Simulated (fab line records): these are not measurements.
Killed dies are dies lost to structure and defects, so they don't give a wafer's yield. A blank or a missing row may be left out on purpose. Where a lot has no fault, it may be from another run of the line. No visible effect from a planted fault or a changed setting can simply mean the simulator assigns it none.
Which tool was responsible?    flow rit cmos    14 lots, 42 wafers sampled, at 1 step of a route of 202

WHAT THE GAUGES READ, wafer by wafer
The record lacks any reading of a measuring or inspecting step that a usual standard deviation could be used to judge.

WHAT TOOL EACH LOT RAN ON (gives the tool, then ch and the chambers of the sampled wafers, and finally the start)
lot   RIT_ACTIVE_OXIDATION_01
L582  furnace-04 ch 0, day 1 16:02
L584  furnace-04 ch 0, day 2 01:07
L585  furnace-01 ch 0, day 2 06:32
L586  furnace-01 ch 0, day 2 11:07
L587  furnace-04 ch 0, day 2 16:07
L588  furnace-03 ch 0, day 2 21:07
L590  furnace-01, day 3 07:07
L591  furnace-04, day 3 12:07
L598  furnace-03 ch 0, day 4 23:29
L599  furnace-04 ch 0, day 5 04:37
L600  furnace-04 ch 0, day 5 09:37
L601  furnace-01 ch 0, day 5 14:38
L602  furnace-03 ch 0, day 5 19:07
L603  furnace-04 ch 0, day 6 00:55
- RIT_ACTIVE_OXIDATION_01: target thk 46.8 nm, ox time 3360 s.

AS READ BY THE TOOLS THEMSELVES (means over the sampled wafers that have a number; for cases with no such wafer, the mark the record gives instead)
RIT_ACTIVE_OXIDATION_01.
lot   tool        ox temp c (C)  ox temp c max  spike tc source C (C)  zone power centre pct (%)  zone power load pct (%)
L582  furnace-04  1000.0         1005.4         1023.4                 53                         34.3
L584  furnace-04  1000.2         1006.0         1023.9                 52                         34.1
L585  furnace-01  999.7          1008.6         1022.8                 49                         33.9
L586  furnace-01  999.9          1008.9         1023.5                 48                         33.9
L587  furnace-04  1000.0         1005.3         1023.6                 53                         33.7
L588  furnace-03  999.5          1002.9         1022.7                 45                         29.7
L590  furnace-01  -              -              -                      -                          -
L591  furnace-04  -              -              -                      -                          -
L598  furnace-03  1000.0         1003.4         1023.5                 45                         29.6
L599  furnace-04  1000.1         1005.3         1023.1                 53                         34.3
L600  furnace-04  1000.2         1004.7         1022.5                 53                         34.4
L601  furnace-01  999.9          1008.2         1023.6                 48                         33.7
L602  furnace-03  1000.3         1004.6         1022.7                 45                         29.5
L603  furnace-04  1000.0         1005.5         1023.6                 53                         33.9

THE ANSWER, worked out from the rows above alone
Rule: the usual values come from the lots themselves. The widest of any qualifying gaps counts: lots, ordered by their means at a reading, are off when they make up no more than a third of the lots, leave a main group of 4 or more, and stand apart from it by 3 or more times the standard deviation of that group's means. A main group whose means are all the same, to the digits that the tables above print for the reading, isn't used. Also off: a lot with no number at a reading for which 4 or more lots have one. Any other lot the step has rows for is counted as sound. The gauges are gone through in route order, then the tools' own readings, and for those a lot's mean is taken as printed above. The first step at which some lot is off is used, and at that step the reading that is off furthest; a lot without a number counts as furthest.
Off: L590, L591 (RIT_ACTIVE_OXIDATION_01, ox temp c). Without a number there: L590, L591. Mean 1000.0 C and standard deviation 0.21 in the main group.
If a tool, at that step or one of the process steps before it, ran each lot that is off and ran no sound lot following the first of them, it fits. Not one of the candidates tried fits.

WHAT THE SIMULATOR HAD PUT IN
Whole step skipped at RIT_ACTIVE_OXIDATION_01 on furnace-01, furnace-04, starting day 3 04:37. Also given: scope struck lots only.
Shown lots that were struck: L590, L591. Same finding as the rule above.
